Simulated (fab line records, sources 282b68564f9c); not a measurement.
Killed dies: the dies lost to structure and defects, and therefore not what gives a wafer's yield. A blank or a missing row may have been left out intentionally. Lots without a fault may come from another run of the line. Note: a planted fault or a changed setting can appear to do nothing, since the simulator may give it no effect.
fab line records	flow ritCmos
[record] lots = 5	wafers = 15	lastDay = 7
route steps=202 shown ACTIVE@1 M1@202
lots that met no fault: taken from a fault-free run of the same line
startH: the number of hours between the record's first day and the start of the first shown wafer of the lot	waitH: hours from the lot's prior step to this one	" the same as in the row above	L1.1+2: one row covering several wafers at once	- value missing, or start not given	* or withheld: withheld	< > ~ a bound
route shown NAME@n: a module of which the file shows steps, and the number in the route of the first	usual: mean and standard deviation over wafers with no fault	same: alike in all rows	chamber/n: place in a boat	sites: each site's reading	_std_site: the standard deviation of these	_edge_site: inner sites' mean taken away from outer sites' mean	radiusMm: how far each site lies from the wafer's centre	mask NAME#n: copy n	behind: the tool/chamber that last shaped the wafer	hold: reason for holding the lot/hours on hold/outcome of the hold	device: transistor that didn't switch, given as n, p or np	end of line: tests of these same wafers at the route's end	a step with no rows: only its recipe	killed: the dies lost at the first sort to structure and to defects; this is not the yield of the wafer	map: a wafer's dies, x killed, . not, _ none there
set.NAME: setting as actually run; set.NAME@STEP: the setting as run at that earlier step	model.NAME: the simulator's own value behind a step, which no gauge read
a table for each step, a row for each wafer; lots at some steps of the route
services: a tool's chamber out of use, with start hour (startH, from the record's first day; less than 0 if before it), hours out, and reason
[[steps]]
[step RIT_ACTIVE_BOW_MEAS_00]
[recipe] mode = bow
[usual] INCOMING_BOW = 0/5.9
lot.wafer	tool	chamber	startH	waitH	INCOMING_BOW[um]
L765.1	filmMetro-03	-	10.00	-	-9
L765.5	"	-	"	"	5
L765.6	"	-	"	"	-2
L775.2	filmMetro-03	-	60.02	-	1
L775.4	"	-	"	"	-3
L775.6	"	-	"	"	0
L777.2	filmMetro-02	-	70.02	-	5
L777.3	"	-	"	"	3
L777.5	"	-	"	"	5
L787.3	filmMetro-02	-	120.04	-	2
L787.4	"	-	"	"	-6
L787.5	"	-	"	"	-4
L788.2	filmMetro-03	-	125.02	-	1
L788.5	"	-	"	"	5
L788.6	"	-	"	"	-6
[step RIT_ACTIVE_OXIDATION_01]
[recipe] tempC = 1000	ambient = O2	targetThkA = 468	oxTimeS = 3209
[step RIT_ACTIVE_THK_MEAS_02]
[recipe] reads = SiO2_of_ACTIVE_OXIDATION_01
[usual] ACTIVE_OXIDE_THK = 45.4/0.76
lot.wafer	tool	chamber	startH	waitH	ACTIVE_OXIDE_THK[nm]
L765.1	filmMetro-03	-	12.05	0.0	46.5
L765.5	"	-	"	"	46.4
L765.6	"	-	"	"	46.8
L775.2	filmMetro-01	-	62.06	0.0	46.3
L775.4	"	-	"	"	45.9
L775.6	"	-	"	"	46.0
L777.2	filmMetro-01	-	72.59	0.0	46.0
L777.3	"	-	"	"	46.8
L777.5	"	-	"	"	46.4
L787.3	filmMetro-01	-	122.07	0.0	45.6
L787.4	"	-	"	"	45.5
L787.5	"	-	"	"	45.6
L788.2	filmMetro-01	-	127.06	0.0	44.4
L788.5	"	-	"	"	44.5
L788.6	"	-	"	"	44.6
[step RIT_ACTIVE_CVD_03]
[recipe] material = Si3N4	targetThkNm = 150	tempC = 810	precursor = SiH2Cl2/NH3	timeS = 1500	pressureMtorr = 300	sih2cl2FlowSccm = 60	nh3FlowSccm = 150
[step RIT_ACTIVE_THK_MEAS_04]
[recipe] reads = Si3N4_of_ACTIVE_CVD_03
[usual] ACTIVE_NITRIDE_THK = 149.5/1.4
lot.wafer	tool	chamber	startH	waitH	ACTIVE_NITRIDE_THK[nm]
L765.1	filmMetro-01	-	14.24	0.0	150.5
L765.5	"	-	"	"	151.7
L765.6	"	-	"	"	150.1
L775.2	filmMetro-01	-	63.54	0.0	151.0
L775.4	"	-	"	"	150.8
L775.6	"	-	"	"	150.4
L777.2	filmMetro-01	-	74.07	0.0	147.0
L777.3	"	-	"	"	147.1
L777.5	"	-	"	"	146.4
L787.3	filmMetro-01	-	124.26	0.0	150.0
L787.4	"	-	"	"	151.0
L787.5	"	-	"	"	149.5
L788.2	filmMetro-02	-	129.74	0.0	152.3
L788.5	"	-	"	"	151.1
L788.6	"	-	"	"	150.4
[step RIT_ACTIVE_HMDS_05]
[recipe] primeTimeS = 60	primeTempC = 140
[step RIT_ACTIVE_COAT_06]
[recipe] resist = NOVOLAK	spinRpm = 3250	resistThkNm = 1000
[step RIT_ACTIVE_SOFTBAKE_07]
[recipe] resist = NOVOLAK	tempC = 90.56	timeS = 60
[step RIT_ACTIVE_EXPOSE_08]
[recipe] maskId = M1	na = 0.6	sourceShape = conventional	sigmaOuter = 0.6	targetCdNm = 1400	doseMj = 225
lot.wafer	tool	chamber	startH	waitH	mask
L765.1+5+6	ilineStepper-02	0	14.75	0.1	M1#0
L775.2+4+6	ilineStepper-01	0	64.06	0.1	M1#0
L777.2+3+5	ilineStepper-02	0	74.59	0.1	M1_R1#0
L787.3+4+5	ilineStepper-01	0	124.91	0.2	M1#0
L788.2+5+6	ilineStepper-02	0	130.39	0.2	M1#0
[step RIT_ACTIVE_PEB_09]
[recipe] resist = NOVOLAK	tempC = withheld	timeS = withheld
[step RIT_ACTIVE_DEVELOP_10]
[recipe] resist = NOVOLAK	developTimeS = 50	devTempC = 23
[step RIT_ACTIVE_CD_MEAS_11]
[recipe] targetCdNm = 1400
[usual] cdNm = 1400.1/1.7
lot.wafer	tool	chamber	startH	waitH	cdNm
L765.1	cdSem-01	-	15.15	-	1399.3
L765.5	"	-	"	"	1398.7
L765.6	"	-	"	"	1397.3
L775.2	cdSem-01	-	64.46	-	1399.0
L775.4	"	-	"	"	1399.4
L775.6	"	-	"	"	1401.6
L777.2	cdSem-01	-	74.99	-	1278.0
L777.3	"	-	"	"	1279.3
L777.5	"	-	"	"	1279.5
L787.3	cdSem-02	-	125.39	-	1399.2
L787.4	"	-	"	"	1397.7
L787.5	"	-	"	"	1398.6
L788.2	cdSem-02	-	130.80	-	1400.2
L788.5	"	-	"	"	1401.1
L788.6	"	-	"	"	1400.0
[step RIT_ACTIVE_HARDBAKE_12]
[recipe] resist = NOVOLAK	tempC = 140	timeS = 60
[step RIT_ACTIVE_ETCH_13]
[recipe] stopOn = SiO2	chemistry = SF6	target = Si3N4	timeS = 210	overEtchFrac = 0.4	SF6_flow_sccm = 200	pressureMtorr = 260	rfW = 125	targetDepthA = 2100
[usual] drypumpMotorCurrentA = 5.8/0.38	oesProductAu = 0.818/0.014	throttleValvePct = 7.51/0.13
lot.wafer	tool	chamber	startH	waitH	drypumpMotorCurrentA	oesProductAu	rfHoursCounterH	throttleValvePct	model.ACTIVE.cdNm
L765.1	rieDiel-01	1	15.42	0.1	5.6	0.838	152	7.38	1399
L765.5	"	1	"	"	5.6	0.835	-	7.38	1398
L765.6	"	0	"	"	6.8	0.801	-	7.51	1397
L775.2	rieDiel-04	3	64.71	0.1	5.6	0.829	8	7.35	1399
L775.4	"	1	"	"	6.1	0.833	112	7.63	1399
L775.6	"	1	"	"	6.1	0.850	-	7.62	1401
L777.2	rieDiel-02	3	75.24	0.1	5.9	0.788	91	7.77	1278
L777.3	"	2	"	"	5.7	0.793	5	7.40	1279
L777.5	"	3	"	"	5.9	0.784	-	7.76	1279
L787.3	rieDiel-01	3	125.70	0.1	5.6	0.827	150	7.49	1399
L787.4	"	1	"	"	5.6	0.835	154	7.38	1397
L787.5	"	3	"	"	5.6	0.816	-	7.48	1399
L788.2	rieDiel-02	2	131.20	0.1	5.7	0.813	6	7.40	1400
L788.5	"	1	"	"	5.4	0.824	-	7.37	1401
L788.6	"	0	"	"	6.0	0.818	-	7.70	-
[step RIT_ACTIVE_STRIP_14]
[recipe] chemistry = O2	timeS = 180	resist = NOVOLAK	platenTempC = withheld	powerW = 500	pressureMtorr = 4000	o2FlowSccm = 4000
[usual] drypumpMotorCurrentA = 5.93/0.24
lot.wafer	tool	chamber	startH	waitH	drypumpMotorCurrentA	rfHoursCounterH
L765.1	plasmaAsher-01	1	15.55	0.1	5.71	37
L765.5	"	1	"	"	5.69	-
L765.6	"	0	"	"	6.31	-
L775.2	plasmaAsher-01	0	64.84	0.1	6.33	43
L775.4	"	1	"	"	5.72	-
L775.6	"	0	"	"	6.34	-
L777.2	plasmaAsher-01	0	75.37	0.1	6.29	44
L777.3	"	0	"	"	6.30	-
L777.5	"	1	"	"	5.71	-
L787.3	plasmaAsher-03	0	125.89	0.1	5.61	-
L787.4	"	1	"	"	6.07	-
L787.5	"	0	"	"	5.61	-
L788.2	plasmaAsher-02	1	131.33	0.1	5.83	49
L788.5	"	1	"	"	5.84	-
L788.6	"	0	"	"	5.87	-
[step RIT_M1_PROBE_99]
[usual] killedAtContacts = 0.1/0.31	killedAtFrontEnd = 7/3.3	killedDies = 7/3.3	killedOpen = 3.4/2.2	killedShort = 3.5/2
[same] grossDies = 264	killed_at_M0_to_M3 = 0	killed_at_M4_up = 0	killedAtBackSide = 0	killedAtOther = 0
lot.wafer	tool	chamber	startH	waitH	killedAtContacts	killedAtFrontEnd	killedDies	killedOpen	killedShort	model.etest.nplusSal.widthNm	model.etest.pplusSal.widthNm	model.etest.nldd.widthNm	model.etest.pldd.widthNm	model.etest.nmosNarrow.driveUaUm	model.etest.pmosNarrow.driveUaUm	model.etest.fieldPMetal.vtV	model.etest.fieldP.vtV
L765.1	prober-02	-	56.96	0.1	0	9	9	4	5	3446	3449	3170	3163	234.5	107.3	-28.35	-12.61
L765.5	prober-02	-	57.16	0.2	0	7	7	4	3	3475	3471	3179	3166	234.2	107.5	-28.61	-12.55
L765.6	prober-02	-	57.21	0.2	0	7	7	4	3	3462	3450	3196	3182	233.7	106.5	-28.79	-12.55
L775.2	prober-01	-	110.04	0.1	0	4	4	3	1	3447	3458	3156	3152	227.4	101.1	-28.51	-12.83
L775.4	prober-01	-	110.14	0.2	0	14	14	7	7	3425	3449	3174	3167	232.4	103.8	-29.34	-12.82
L775.6	prober-01	-	110.24	0.2	0	9	9	4	5	3426	3413	3176	3167	227.8	102.8	-29.33	-12.95
L777.2	prober-01	-	118.72	0.1	0	13	13	7	4	3324	3306	3032	3047	196.5	88.67	-27.29	-11.93
L777.3	prober-01	-	118.77	0.2	0	7	7	5	1	3321	3321	3055	3034	203.4	92.75	-27.27	-11.99
L777.5	prober-01	-	118.87	0.2	0	6	6	2	3	3305	3310	3046	3045	196.2	90.35	-27.41	-11.95
L787.3	prober-01	-	167.27	0.2	0	6	6	2	4	3473	3470	3168	3186	237.7	107.7	-28.63	-12.78
L787.4	prober-01	-	167.32	0.2	2	6	8	4	4	3446	3448	3200	3195	249.5	111	-29.23	-12.81
L787.5	prober-01	-	167.37	0.2	0	4	4	2	2	3460	3472	3199	3177	242.9	108.7	-29.16	-12.8
L788.2	prober-02	-	175.68	0.1	1	6	7	4	3	3456	3456	3213	3216	235	104	-29.49	-12.74
L788.5	prober-02	-	175.83	0.2	0	7	7	4	3	3481	3479	3191	3209	234.8	104.9	-28.44	-12.7
L788.6	prober-02	-	175.88	0.2	0	10	10	6	4	3495	3490	3206	3211	238.1	106.8	-29.23	-12.68
// killed by level:class
L765.1 GATE:geometricParticle:open=3 GATE:geometricParticle:short=2 REOX:geometricParticle:short=2 FOX2:geometricParticle:short=1 REOX:geometricParticle:open=1
L765.5 GATE:geometricParticle:short=2 REOX:geometricParticle:open=2 FOX2:geometricParticle:open=1 SPACER:geometricParticle:short=1 SILICIDE:geometricParticle:open=1
L765.6 REOX:geometricParticle:open=3 GATE:geometricParticle:open=1 REOX:geometricParticle:short=1 SPACER:geometricParticle:short=1 SILICIDE:geometricParticle:short=1
L775.2 FOX1:geometricParticle:open=1 FOX2:geometricParticle:open=1 GATE:geometricParticle:open=1 REOX:geometricParticle:short=1
L775.4 SILICIDE:geometricParticle:open=3 SILICIDE:geometricParticle:short=3 GATE:geometricParticle:open=2 SPACER:geometricParticle:short=2 FOX1:geometricParticle:short=1 FOX2:geometricParticle:open=1 GATE:geometricParticle:short=1 SPACER:geometricParticle:open=1
L775.6 GATE:geometricParticle:open=3 SILICIDE:geometricParticle:short=3 FOX1:geometricParticle:short=2 SPACER:geometricParticle:open=1
L777.2 GATE:geometricParticle:open=2 SILICIDE:geometricParticle:open=2 FOX1:geometricParticle:short=1 FOX2:geometricParticle:open=1 FOX2:geometricParticle:short=1 GATE:geometricParticle:short=1 REOX:geometricParticle:open=1 SPACER:geometricParticle:open=1
L777.3 GATE:geometricParticle:open=3 ACTIVE:geometricParticle:open=1 SILICIDE:geometricParticle:short=1 SILICIDE:geometricParticle:open=1 ACTIVE:areaExpose=1
L777.5 FOX1:geometricParticle:open=1 FOX1:geometricParticle:short=1 FOX2:geometricParticle:open=1 GATE:geometricParticle:short=1 SPACER:geometricParticle:short=1 ACTIVE:areaExpose=1
L787.3 GATE:geometricParticle:short=2 GATE:geometricParticle:open=2 FOX1:geometricParticle:short=1 SILICIDE:geometricParticle:short=1
L787.4 GATE:geometricParticle:short=3 REOX:geometricParticle:open=2 CONTACT:geometricParticle:open=2 ACTIVE:geometricParticle:short=1
L787.5 GATE:geometricParticle:open=1 GATE:geometricParticle:short=1 SILICIDE:geometricParticle:short=1 SILICIDE:geometricParticle:open=1
L788.2 REOX:geometricParticle:open=1 GATE:geometricParticle:short=1 REOX:geometricParticle:short=1 SPACER:geometricParticle:open=1 SILICIDE:geometricParticle:open=1 SILICIDE:geometricParticle:short=1 CONTACT:geometricParticle:open=1
L788.5 GATE:geometricParticle:short=2 REOX:geometricParticle:open=2 FOX1:geometricParticle:open=1 GATE:geometricParticle:open=1 SILICIDE:geometricParticle:short=1
L788.6 GATE:geometricParticle:open=2 SILICIDE:geometricParticle:short=2 SILICIDE:geometricParticle:open=2 FOX1:geometricParticle:open=1 FOX1:geometricParticle:short=1 GATE:geometricParticle:short=1 REOX:geometricParticle:open=1
[[services]]
tool	chamber	startH	hours	kind
rieDiel-01	0	-0.90	16.0	repair
plasmaAsher-02	-	14.94	0.9	repair
ilineStepper-02	-	17.72	6.6	repair
rieDiel-02	2	21.25	3.2	repair
ilineStepper-02	-	30.29	1.7	pm
plasmaAsher-03	-	37.01	14.6	pm
ilineStepper-02	0	43.28	-	calibration
plasmaAsher-01	-	46.03	5.1	repair
plasmaAsher-02	-	51.44	2.8	pm
rieDiel-01	0	53.63	-	clean
rieDiel-01	0	53.63	18.6	scheduledDown
rieDiel-01	0	53.63	18.6	ventCycle
rieDiel-04	-	59.02	0.9	repair
rieDiel-02	0	73.39	13.9	repair
rieDiel-01	0	89.70	8.6	repair
rieDiel-04	0	93.81	9.9	repair
rieDiel-04	1	96.48	6.6	repair
plasmaAsher-01	-	105.73	12.0	repair
rieDiel-04	-	107.45	0.5	repair
plasmaAsher-01	-	117.71	9.0	pm
plasmaAsher-01	0	117.71	9.0	ventCycle
plasmaAsher-01	1	117.71	9.0	ventCycle
plasmaAsher-01	0	126.71	-	clean
plasmaAsher-01	1	126.71	-	clean
[[key]]
[firstSign] step = RIT_ACTIVE_EXPOSE_08	reading = mask	direction = changed
[effect] step = RIT_ACTIVE_CD_MEAS_11	reading = cdNm	direction = down	sigmas = 70	usual = 1400.1	struck = 1278.9
[modelEffect] step = RIT_ACTIVE_ETCH_13	value = ACTIVE.cdNm	without = 1399	struck = 1279
[modelEffect] step = RIT_M1_PROBE_99	value = etest.nplusSal.widthNm	without = 3437	struck = 3317
metAt RIT_ACTIVE_EXPOSE_08
struckWafers L777.2,L777.3,L777.5
testerLeftOut L777
onsetBetween 14.75 74.59
[fault] kind = wrongMask	tool = any	chamber = -	onsetH = 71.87	steps = RIT_ACTIVE_EXPOSE_08	auxCopy = M1_R1#0	cdOffsetNm = -120	scope = struckLotsOnly
// testerLeftOut: of these lots the tester's yield and bins aren't shown, on N5 and GAA mostly nor the transistor test; their killed dies are dies lost to structure and defects alone, not to doping, threshold or leakage, so they don't give the yield
